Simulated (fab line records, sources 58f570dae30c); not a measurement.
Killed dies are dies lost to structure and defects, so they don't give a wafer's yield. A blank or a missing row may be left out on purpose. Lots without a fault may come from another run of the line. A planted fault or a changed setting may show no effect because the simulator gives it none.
Chamber matching | flow berkeley_cmos170 | UCB170_SPACER_ETCHBACK_03 on rie_diel-03: 4 sister chambers
The step etches SiO2 in CHF3/CF4/Ar, stops on Si, target depth 376 nm, time 100 s. 14 wafers are shown with their chamber, then 7 later ones without.

WAFERS WITH THEIR CHAMBER
wafer  | chamber | drypump_motor_current_A (A) | throttle_valve_pct (%) | oes_product_au (a.u.)
L712.1 | 1       | 5.7                         | 6.63                   | 0.891
L712.2 | 3       | 5.0                         | 6.60                   | 0.879
L712.5 | 0       | 6.1                         | 6.57                   | 0.895
L717.1 | 2       | 5.3                         | 6.43                   | 0.895
L717.2 | 0       | 6.1                         | 6.58                   | 0.921
L717.6 | 2       | 5.4                         | 6.45                   | 0.883
L722.4 | 2       | 5.3                         | 6.44                   | 0.896
L722.5 | 0       | 6.1                         | 6.57                   | 0.941
L722.6 | 3       | 5.0                         | 6.59                   | 0.876
L725.3 | 3       | 5.0                         | 6.62                   | 0.871
L725.5 | 2       | 5.4                         | 6.46                   | 0.886
L725.6 | 3       | 5.0                         | 6.62                   | 0.893
L728.1 | 2       | 5.4                         | 6.43                   | 0.876
L728.4 | 1       | 5.8                         | 6.62                   | 0.895

SIGNATURES (means of the wafers above)
reading                 | chamber 0 | chamber 1 | chamber 2 | chamber 3 | scatter within a chamber
drypump_motor_current_A | 6.100     | 5.750     | 5.360     | 5.000     | 0.0412
throttle_valve_pct      | 6.5733    | 6.6250    | 6.4420    | 6.6075    | 0.0121
oes_product_au          | 0.91900   | 0.89300   | 0.88720   | 0.87975   | 0.0127
Rule: a wafer's distance from a chamber is the root of the sum, over the readings, of the square of ((its reading less the chamber's mean) divided by the reading's scatter). The wafer belongs to the nearest chamber; if the next one is less than 2 further off, it can't be placed. The scatter: the root of (the sum of the squares of (reading less its chamber's mean) over the shown wafers, divided by (wafers less chambers)).

WAFERS WITHOUT THEIR CHAMBER
wafer  | drypump_motor_current_A (A) | throttle_valve_pct (%) | oes_product_au (a.u.)
L728.5 | 5.4                         | 6.45                   | 0.888
L730.1 | 5.8                         | 6.64                   | 0.881
L730.3 | 5.0                         | 6.61                   | 0.870
L730.5 | 5.0                         | 6.60                   | 0.889
L733.1 | 5.4                         | 6.46                   | 0.889
L733.2 | 6.1                         | 6.56                   | 0.909
L733.3 | 5.7                         | 6.63                   | 0.856

WHICH CHAMBER EACH WENT THROUGH
wafer  | from the rows above | in truth
L728.5 | 2                   | 2
L730.1 | 1                   | 1
L730.3 | 3                   | 3
L730.5 | 3                   | 3
L733.1 | 2                   | 2
L733.2 | 0                   | 0
L733.3 | 1                   | 1
Placed correctly: 7 of 7. Can't be placed from these rows: 0. Placed wrongly: 0.
